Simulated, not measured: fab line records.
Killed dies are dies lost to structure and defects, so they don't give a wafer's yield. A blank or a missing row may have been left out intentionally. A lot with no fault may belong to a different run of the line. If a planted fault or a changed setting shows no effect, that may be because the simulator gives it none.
The tool behind it: which one? | flow berkeley-cmos170 | 14 lots with 42 wafers sampled at 3 steps, on a route of 331 steps

== WHAT THE GAUGES SHOWED, per wafer ==
UCB170_M1_THK_MEAS_02: measures by xrf.
lot  | measured     | on            | M1_AL_THK (nm)
L242 | day 8 10:24  | film-metro-03 | 595 592 597
L243 | day 8 20:07  | film-metro-04 | 578 588 599
L246 | day 9 00:57  | film-metro-03 | 590 591 595
L244 | day 9 02:43  | film-metro-03 | 603 613 600
L250 | day 9 10:46  | film-metro-02 | 591 593 597
L247 | day 9 10:57  | film-metro-04 | 600 593 606
L248 | day 9 12:48  | film-metro-02 | 605 606 607
L249 | day 9 13:02  | film-metro-03 | 583 596 598
L253 | day 10 09:59 | film-metro-03 | 599 597 593
L252 | day 10 10:41 | film-metro-02 | 586 583 590
L256 | day 11 01:31 | film-metro-02 | 591 598 592
L261 | day 12 01:57 | film-metro-04 | 586 597 594
L263 | day 12 21:31 | film-metro-04 | 591 596 598
L264 | day 12 21:48 | film-metro-03 | 601 587 601

UCB170_V1_THK_MEAS_04.
lot  | measured     | on            | V1_POLISHED_THK (nm)
L242 | day 8 15:10  | film-metro-01 | 1000.2 999.9 1000.4
L243 | day 8 23:43  | film-metro-01 | 998.8 1001.0 1002.3
L246 | day 9 04:58  | film-metro-03 | 1001.3 1000.4 1000.0
L244 | day 9 06:16  | film-metro-01 | 1001.2 1000.9 999.5
L250 | day 9 14:20  | film-metro-01 | 1001.4 1001.0 998.0
L247 | day 9 15:39  | film-metro-02 | 1000.2 1000.6 1000.4
L248 | day 9 17:00  | film-metro-03 | 1002.9 998.0 999.1
L249 | day 9 16:59  | film-metro-01 | 999.6 1002.1 998.9
L253 | day 10 13:26 | film-metro-03 | 997.3 1001.2 997.6
L252 | day 10 14:45 | film-metro-03 | 1001.3 1001.3 997.9
L256 | day 11 05:22 | film-metro-03 | 1001.3 1000.1 997.4
L261 | day 12 06:23 | film-metro-03 | 1001.3 1000.9 1000.9
L263 | day 13 01:39 | film-metro-01 | 1001.6 998.6 1001.3
L264 | day 13 02:59 | film-metro-01 | 999.1 1000.1 998.5

== WHICH TOOL RAN EACH LOT (tool, then ch and the chambers of the sampled wafers, then the start) ==
lot  | UCB170_M1_STRIP_13
L242 | plasma-asher-01 ch 0,1, day 8 12:14
L243 | plasma-asher-01 ch 0,1, day 8 21:31
L246 | plasma-asher-01 ch 0,1, day 9 02:47
L244 | plasma-asher-03 ch 0,1, day 9 03:57
L250 | plasma-asher-03 ch 0,1, day 9 12:07
L247 | plasma-asher-02 ch 0,1, day 9 12:22
L248 | plasma-asher-03 ch 0,1, day 9 14:07
L249 | plasma-asher-02 ch 0,1, day 9 14:24
L253 | plasma-asher-01 ch 0,1, day 10 11:16
L252 | plasma-asher-01 ch 0,1, day 10 12:12
L256 | plasma-asher-02 ch 0,1, day 11 03:10
L261 | plasma-asher-03 ch 0,1, day 12 03:43
L263 | plasma-asher-03 ch 0,1, day 12 23:28
L264 | plasma-asher-02 ch 0,1, day 12 23:43
- UCB170_M1_STRIP_13: strips in O2.

== AS READ BY THE TOOLS THEMSELVES (means over the sampled wafers that have a number; for cases with no such wafer, the mark the record gives instead) ==
UCB170_M1_STRIP_13.
lot  | tool            | chamber-pressure-mTorr (mTorr) | drypump-motor-current-A (A) | oes-product-au (a.u.)
L242 | plasma-asher-01 | 3498                           | 5.34                        | 0.720
L243 | plasma-asher-01 | 3502                           | 5.33                        | 0.720
L246 | plasma-asher-01 | 3500                           | 5.33                        | 0.716
L244 | plasma-asher-03 | 3499                           | 5.94                        | 0.723
L250 | plasma-asher-03 | 3503                           | 5.95                        | 0.723
L247 | plasma-asher-02 | 3501                           | 5.58                        | 0.725
L248 | plasma-asher-03 | 3499                           | 6.00                        | 0.717
L249 | plasma-asher-02 | 3499                           | 5.56                        | 0.720
L253 | plasma-asher-01 | 3499                           | 5.34                        | 0.723
L252 | plasma-asher-01 | 3499                           | 5.33                        | 0.719
L256 | plasma-asher-02 | 3500                           | 5.56                        | 0.718
L261 | plasma-asher-03 | 3500                           | 5.95                        | 0.721
L263 | plasma-asher-03 | 3498                           | 5.96                        | 0.725
L264 | plasma-asher-02 | 3498                           | 5.59                        | 0.721

== THE ANSWER, worked out from the rows above alone ==
Rule: the lots themselves supply what counts as usual. Put in order of their means at a reading, lots are off if they are a third of the lots or fewer, leave a main group of 4 or more, and stand apart from it by a gap of 3 or more times the standard deviation of the main group's means; of several such gaps the widest counts. A main group is skipped when, at the precision printed for the reading in the tables above, its means are all equal. Also off: a lot with no number at a reading for which 4 or more lots have one. Any other lot the step has rows for is counted as sound. The gauges are gone through in route order, then the tools' own readings, and for those a lot's mean is taken as printed above. The first step at which some lot is off is used, and at that step the reading that is off furthest; a lot without a number counts as furthest.
None of the lots is off at any reading shown; this tells nothing.

== WHAT HAD BEEN PUT IN BY THE SIMULATOR ==
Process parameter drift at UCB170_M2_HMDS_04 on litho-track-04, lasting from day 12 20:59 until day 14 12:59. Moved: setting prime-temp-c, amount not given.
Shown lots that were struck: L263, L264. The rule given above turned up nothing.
